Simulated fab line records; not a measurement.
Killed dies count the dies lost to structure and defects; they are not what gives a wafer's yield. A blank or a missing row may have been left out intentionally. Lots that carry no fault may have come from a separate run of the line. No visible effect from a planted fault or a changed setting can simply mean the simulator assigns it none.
A single fault, viewed from 2 desks :: flow rit cmos :: only its own numbers are on each desk; what lay behind them is given at the end

METROLOGY DESK
Means of the sampled wafers that have a number, per lot and without regard to the tool the lot ran on: this is what the gauges read. Marked OUT: a lot whose mean sits more than 4 standard deviations from the usual mean, which makes it out of limits; the brackets give that distance.
Columns: A = M1_AL_RS at RIT_M1_RS_MEAS_01, usual 0.0712 ohm/sq; B = M1_AL_THK at RIT_M1_THK_MEAS_02, usual 416 nm; C = cd nm at RIT_M1_CD_MEAS_09, usual 2600.6 nm; D = M1_OVL at RIT_M1_OVL_MEAS_10, usual -0.4 nm
lot: L301
first seen here: day 3 14:25
A: 0.0706
B: 417
C: 2600.0
D: 0.1

lot: L303
first seen here: day 4 05:24
A: 0.0714
B: 415
C: 2600.5
D: -0.4

lot: L309
first seen here: day 5 11:49
A: 0.0717
B: 416
C: 2596.0
D: 1.6

lot: L312
first seen here: day 5 23:44
A: 0.0720
B: 413
C: 2599.3
D: -0.6

lot: L320
first seen here: day 7 14:14
A: 0.0723
B: 409
C: 2598.8
D: -0.1

lot: L322
first seen here: day 8 00:05
A: 0.0710
B: 416
C: 2601.0
D: 0.5
This desk found nothing out of limits on any of the 6 lots.

TOOL OWNER'S DESK, rie metal-04
The tool's own readings at RIT_M1_METAL_ETCH_12 (etches Al in Cl2/BCl3, stops on SiO2, time 165 s, target depth 600 nm): means of the sampled wafers that have a number, for each lot that ran on this tool. Marked OUT: a lot whose mean sits more than 4 standard deviations from the usual mean, which makes it out of limits; the brackets give that distance.
Columns: A = drypump motor current A at RIT_M1_METAL_ETCH_12, usual 5.5 A; B = oes product au at RIT_M1_METAL_ETCH_12, usual 0.792 a.u.; C = run length s at RIT_M1_METAL_ETCH_12, usual 193.4 s; D = throttle valve pct at RIT_M1_METAL_ETCH_12, usual 8.29 %
lot: L303
first seen here: day 4 06:59
A: 5.7
B: 0.798
C: 192.2
D: 8.39

lot: L309
first seen here: day 5 13:32
A: 5.6
B: 0.970 (+16) OUT
C: 166.7 (-49) OUT
D: 8.26

lot: L312
first seen here: day 6 01:29
A: 5.5
B: 0.967 (+16) OUT
C: 167.0 (-48) OUT
D: 8.26
This desk's finding: out of limits on L309, L312; first on L309, day 5 13:32 (oes product au at RIT_M1_METAL_ETCH_12). Within limits: L303.

ALL TOGETHER
The tool owner's desk could have raised an alarm at day 5 13:32, on L309, L312.
The metrology desk saw nothing out of limits.
The metrology desk has L309, L312 on record, within its limits.
Of the lots named, all ran RIT_M1_METAL_ETCH_12 on rie metal-04.

WHAT HAD BEEN PUT IN BY THE SIMULATOR
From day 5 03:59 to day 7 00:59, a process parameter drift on rie metal-04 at RIT_M1_METAL_ETCH_12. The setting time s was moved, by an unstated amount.
Shown lots that were struck: L309, L312.
How many hours passed from the start of the fault until each desk's first out-of-limits reading: the tool owner's desk, 10.
